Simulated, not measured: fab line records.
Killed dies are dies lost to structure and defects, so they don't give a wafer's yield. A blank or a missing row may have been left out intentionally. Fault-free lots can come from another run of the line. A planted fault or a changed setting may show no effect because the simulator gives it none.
fab line records | flow berkeley-cmos170
[record] lots = 13 wafers = 39 last-day = 12
route steps=331 shown V1@270 M2@287 V2@305 M3@327
lots with no fault: from the same line, run without faults
start-h: hours from the record's opening day to when the first of the lot's shown wafers began | wait-h: hours elapsed since this lot's preceding step | " repeats the value in the row above | L1.1+2: one row covering several wafers at once | - no value, or no start was given | * or withheld: withheld | < > ~ a bound
route shown NAME@n: NAME is a module with steps in the file, n the number in the route of the first one | usual: average and standard deviation across the fault-free wafers | same: alike in all rows | chamber/n: place in a boat | sites: the reading at each site | _std_site: the values' standard deviation | _edge_site: mean of outer sites minus mean of inner sites | radius-mm: how far each site lies from the wafer's centre | mask NAME#n: copy n | behind: the tool/chamber that last shaped the wafer | hold: reason for holding the lot/hours on hold/outcome of the hold | device: the n, p or np transistor that did not switch | end of line: the same wafers' tests at the end of the route | where a step has no rows: the recipe by itself | killed: the dies lost at the first sort to structure and to defects; this is not the yield of the wafer | map: shows each die of a wafer: x if killed, . if not, _ if none is there
set.NAME: the setting the step ran with; set.NAME@STEP: the setting that earlier step ran with | model.NAME: the simulator's own value behind a step, which no gauge read
one table for each step of the route and one row for each wafer, over a sample of lots
services: when a tool's chamber went out of use (start-h, in hours from the record's first day, below 0 if earlier), for how many hours, and the reason
[[steps]]
[step UCB170_V1_CD_MEAS_90]
[recipe] target-cd-nm = 700
[usual] cd-nm = 700.2/1.6
// columns lot.wafer tool chamber start-h wait-h cd-nm
L890.2 cd-sem-02 - 169.15 0.2 700.6
L890.4 " - " " 701.5
L890.5 " - " " 700.3
L891.1 cd-sem-01 - 183.81 0.1 698.6
L891.2 " - " " 701.0
L891.6 " - " " 698.1
L892.1 cd-sem-01 - 191.69 0.1 698.8
L892.3 " - " " 699.5
L892.4 " - " " 701.3
L893.1 cd-sem-02 - 195.62 0.1 699.5
L893.2 " - " " 696.6
L893.3 " - " " 699.6
L897.1 cd-sem-01 - 215.80 0.1 699.3
L897.2 " - " " 700.5
L897.3 " - " " 700.6
L898.2 cd-sem-02 - 225.06 0.1 701.7
L898.4 " - " " 700.8
L898.6 " - " " 701.8
L901.2 cd-sem-01 - 243.59 0.1 696.7
L901.5 " - " " 699.8
L901.6 " - " " 700.0
L906.3 cd-sem-02 - 251.78 0.1 697.9
L906.5 " - " " 698.1
L906.6 " - " " 699.5
L903.1 cd-sem-01 - 252.76 0.1 701.0
L903.2 " - " " 702.3
L903.6 " - " " 701.4
L908.1 cd-sem-02 - 266.34 0.1 699.0
L908.4 " - " " 699.3
L908.5 " - " " 699.6
L907.1 cd-sem-02 - 267.02 0.1 700.6
L907.4 " - " " 699.2
L907.5 " - " " 701.4
L909.3 cd-sem-01 - 278.09 0.1 697.7
L909.4 " - " " 698.4
L909.6 " - " " 700.0
L911.3 cd-sem-02 - 282.04 0.1 702.7
L911.4 " - " " 698.9
L911.6 " - " " 698.7
[step UCB170_M2_OVL_MEAS_16]
[usual] M2_OVL = -2/5.6
// columns lot.wafer tool chamber start-h wait-h M2_OVL[nm]
L890.2 overlay-02 - 171.50 0.1 -1
L890.4 " - " " -2
L890.5 " - " " 0
L891.1 overlay-01 - 186.08 0.1 6
L891.2 " - " " 6
L891.6 " - " " 9
L892.1 overlay-02 - 193.96 0.1 -9
L892.3 " - " " -9
L892.4 " - " " -7
L893.1 overlay-01 - 199.15 0.1 0
L893.2 " - " " 7
L893.3 " - " " 9
L897.1 overlay-01 - 218.39 0.1 -1
L897.2 " - " " 7
L897.3 " - " " -2
L898.2 overlay-01 - 228.56 0.1 3
L898.4 " - " " 3
L898.6 " - " " 4
L901.2 overlay-02 - 246.06 0.1 -1
L901.5 " - " " -2
L901.6 " - " " 8
L906.3 overlay-01 - 255.31 0.1 -8
L906.5 " - " " -2
L906.6 " - " " -6
L903.1 overlay-01 - 255.78 0.1 2
L903.2 " - " " 3
L903.6 " - " " -5
L908.1 overlay-02 - 268.76 0.1 -4
L908.4 " - " " -4
L908.5 " - " " 1
L907.1 overlay-02 - 269.71 0.1 -7
L907.4 " - " " -6
L907.5 " - " " -6
L909.3 overlay-02 - 281.42 0.1 -1
L909.4 " - " " 0
L909.6 " - " " -1
L911.3 overlay-02 - 284.60 0.1 -10
L911.4 " - " " -10
L911.6 " - " " -9
[step UCB170_V2_OVL_MEAS_13]
[usual] V2_OVL = 2/4.9
// columns lot.wafer tool chamber start-h wait-h V2_OVL[nm]
L890.2 overlay-02 - 173.95 0.1 5
L890.4 " - " " 4
L890.5 " - " " 7
L891.1 overlay-02 - 188.92 0.1 -3
L891.2 " - " " -11
L891.6 " - " " -3
L892.1 overlay-02 - 196.43 0.1 0
L892.3 " - " " -3
L892.4 " - " " -3
L893.1 overlay-02 - 201.61 0.1 6
L893.2 " - " " 7
L893.3 " - " " 4
L897.1 overlay-01 - 221.45 0.1 -4
L897.2 " - " " -4
L897.3 " - " " 1
L898.2 overlay-02 - 231.35 0.1 5
L898.4 " - " " 1
L898.6 " - " " 0
L901.2 overlay-01 - 248.53 0.1 10
L901.5 " - " " 0
L901.6 " - " " 1
L906.3 overlay-01 - 262.04 0.1 0
L906.5 " - " " 3
L906.6 " - " " 4
L903.1 overlay-02 - 262.86 0.1 0
L903.2 " - " " -7
L903.6 " - " " -2
L908.1 overlay-02 - 271.77 0.1 4
L908.4 " - " " 8
L908.5 " - " " 4
L907.1 overlay-01 - 272.50 0.1 0
L907.4 " - " " -2
L907.5 " - " " -7
L909.3 overlay-01 - 283.95 0.1 1
L909.4 " - " " 7
L909.6 " - " " 11
L911.3 overlay-01 - 288.04 0.1 10
L911.4 " - " " 3
L911.6 " - " " 2
[step UCB170_M3_METAL_ETCH_18]
[recipe] chemistry = Cl2/BCl3 target = Al stop-on = SiO2 pressure-mtorr = 12 target-depth-a = 11700 over-etch-frac = 0.3 time-s = 195 icp-w = 600 bias-w = 120 Cl2_flow_sccm = 90 bcl3-flow-sccm = 45
[usual] bias-w = 119.9/0.35 drypump-motor-current-A = 6.3/0.35 oes-product-au = 0.846/0.012 throttle-valve-pct = 24.5/0.4
// columns lot.wafer tool chamber start-h wait-h bias-w drypump-motor-current-A oes-product-au rf-hours-counter-h throttle-valve-pct
L890.2 rie-metal-02 1 176.87 - 119.7 6.6 0.847 9 24.5
L890.4 " 0 " " 119.7 5.9 0.848 - 24.8
L890.5 " 0 " " 119.8 5.9 0.852 - 24.8
L891.1 rie-metal-03 0 191.59 - 120.4 5.7 0.852 11 23.7
L891.2 " 1 " " 119.6 6.6 0.850 1 24.4
L891.6 " 0 " " 120.2 5.7 0.854 - 23.7
L892.1 rie-metal-01 1 199.99 - 119.9 6.6 0.829 4 24.6
L892.3 " 0 " " 120.0 6.2 0.854 - 25.0
L892.4 " 1 " " 119.5 6.6 0.817 - 24.6
L893.1 rie-metal-03 0 204.65 - 119.9 5.7 0.846 12 23.7
L893.2 " 1 " " 120.2 6.6 0.860 1 24.4
L893.3 " 1 " " 120.1 6.6 0.857 - 24.5
L897.1 rie-metal-02 0 225.27 - 120.2 5.9 0.847 14 24.8
L897.2 " 1 " " 120.4 6.7 0.852 10 24.5
L897.3 " 1 " " 120.1 6.6 0.861 - 24.5
L898.2 rie-metal-01 0 235.42 - 120.2 6.1 0.809 1 25.0
L898.4 " 1 " " 120.3 6.6 0.820 - 24.6
L898.6 " 1 " " 120.2 6.6 0.826 - 24.6
L901.2 rie-metal-01 1 252.24 - 120.3 6.6 0.814 5 24.6
L901.5 " 1 " " 119.9 6.6 0.813 - 24.6
L901.6 " 0 " " 119.8 6.2 0.805 - 25.0
L906.3 rie-metal-03 0 265.52 - 120.1 5.7 0.841 - 23.7
L906.5 " 1 " " 120.0 6.6 0.852 - 24.4
L906.6 " 0 " " 120.1 5.7 0.838 - 23.7
L903.1 rie-metal-02 1 266.41 - 120.1 6.7 0.864 12 24.4
L903.2 " 0 " " 119.9 5.9 0.858 15 24.8
L903.6 " 0 " " 119.8 5.9 0.846 - 24.8
L908.1 rie-metal-03 0 274.86 - 119.1 5.7 0.831 13 23.7
L908.4 " 0 " " 119.8 5.8 0.851 - 23.7
L908.5 " 1 " " 119.3 6.6 0.851 - 24.4
L907.1 rie-metal-02 1 275.36 - 119.8 6.7 0.840 12 24.4
L907.4 " 1 " " 119.9 6.7 0.862 - 24.5
L907.5 " 0 " " 119.8 5.9 0.846 - 24.8
L909.3 rie-metal-03 0 288.55 - 120.2 5.7 0.829 - 23.7
L909.4 " 1 " " 119.9 6.6 0.848 - 24.5
L909.6 " 0 " " 119.9 5.7 0.845 - 23.7
L911.3 rie-metal-02 0 291.10 - 121.0 5.9 0.867 - 24.7
L911.4 " 1 " " 120.1 6.7 0.882 - 24.5
L911.6 " 1 " " 119.9 6.7 0.866 - 24.5
[step UCB170_M3_STRIP_19]
[recipe] chemistry = O2 power-w = 400 pressure-mtorr = 3500 platen-temp-c = withheld o2-flow-sccm = 400 overash-fraction = 0.5
[usual] drypump-motor-current-A = 6.0/0.56 oes-product-au = 0.557/0.024
// columns lot.wafer tool chamber start-h wait-h drypump-motor-current-A oes-product-au rf-hours-counter-h
L890.2 plasma-asher-02 1 177.06 0.1 6.2 0.565 6
L890.4 " 1 " " 6.3 0.533 -
L890.5 " 0 " " 6.3 0.524 -
L891.1 plasma-asher-04 1 191.78 0.1 4.8 0.587 35
L891.2 " 0 " " 6.4 0.546 35
L891.6 " 1 " " 4.8 0.593 -
L892.1 plasma-asher-01 1 200.18 0.1 6.3 0.535 50
L892.3 " 1 " " 6.2 0.577 -
L892.4 " 0 " " 6.1 0.537 -
L893.1 plasma-asher-04 0 204.84 0.1 6.4 0.571 36
L893.2 " 1 " " 4.8 0.554 36
L893.3 " 0 " " 6.3 0.537 -
L897.1 plasma-asher-01 1 225.46 0.1 6.3 0.525 53
L897.2 " 0 " " 6.1 0.574 53
L897.3 " 1 " " 6.3 0.563 -
L898.2 plasma-asher-02 1 235.61 0.1 6.2 0.722 12
L898.4 " 0 " " 6.3 0.704 -
L898.6 " 0 " " 6.3 0.707 -
L901.2 plasma-asher-01 0 252.43 0.1 6.1 0.715 56
L901.5 " 1 " " 6.3 0.710 -
L901.6 " 0 " " 6.1 0.722 -
L906.3 plasma-asher-01 1 265.68 0.1 6.2 0.581 -
L906.5 " 0 " " 6.1 0.546 -
L906.6 " 1 " " 6.2 0.581 -
L903.1 plasma-asher-01 1 266.60 0.1 6.3 0.571 58
L903.2 " 0 " " 6.1 0.526 58
L903.6 " 0 " " 6.1 0.507 -
L908.1 plasma-asher-01 1 275.05 0.1 6.2 0.582 60
L908.4 " 0 " " 6.1 0.586 -
L908.5 " 0 " " 6.1 0.542 -
L907.1 plasma-asher-01 0 275.55 0.1 6.1 0.582 60
L907.4 " 1 " " 6.2 0.574 -
L907.5 " 0 " " 6.1 0.514 -
L909.3 plasma-asher-01 0 288.71 0.1 6.1 0.577 -
L909.4 " 1 " " 6.3 0.554 -
L909.6 " 1 " " 6.3 0.584 -
L911.3 plasma-asher-02 1 291.26 0.1 6.2 0.527 -
L911.4 " 0 " " 6.3 0.582 -
L911.6 " 0 " " 6.3 0.593 -
[[services]]
// columns tool chamber start-h hours kind
rie-metal-01 0 158.00 - clean
rie-metal-01 0 158.00 32.4 scheduled-down
rie-metal-01 0 158.00 32.4 vent-cycle
rie-metal-01 - 208.89 0.6 repair
plasma-asher-01 - 239.62 2.4 repair
plasma-asher-02 - 258.69 19.1 repair
rie-metal-03 0 269.34 1.3 repair
rie-metal-01 1 284.98 5.9 repair
[[key]]
[first-sign] step = UCB170_M3_METAL_ETCH_18 reading = oes-product-au direction = down sigmas = 2.6 usual = 0.846 struck = 0.815 wafers-moved = 4
[effect] step = UCB170_M3_STRIP_19 reading = oes-product-au direction = up sigmas = 6.5 usual = 0.557 struck = 0.713
met-at UCB170_M3_METAL_ETCH_18
struck-lots L898,L901
later-rows-left-out L898.2,L898.4,L898.6,L901.2,L901.5,L901.6
sort-left-out L898.2,L898.4,L898.6,L901.2,L901.5,L901.6
not-acting-at UCB170_V1_CD_MEAS_90,UCB170_M2_OVL_MEAS_16,UCB170_V2_OVL_MEAS_13
onset-between 199.99 235.42
[fault] kind = process-parameter-drift tool = rie-metal-01 chamber = - onset-h = 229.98 steps = UCB170_M3_METAL_ETCH_18 channel = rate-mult offset = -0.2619 shape = step end-h = 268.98
// sort-left-out: the simulated sort isn't trusted on such a fault, so these wafers' sort isn't shown, and their yield isn't known
// later-rows-left-out: the simulator's readings of these wafers behind a module that went badly wrong aren't trusted and aren't shown, but for the sort
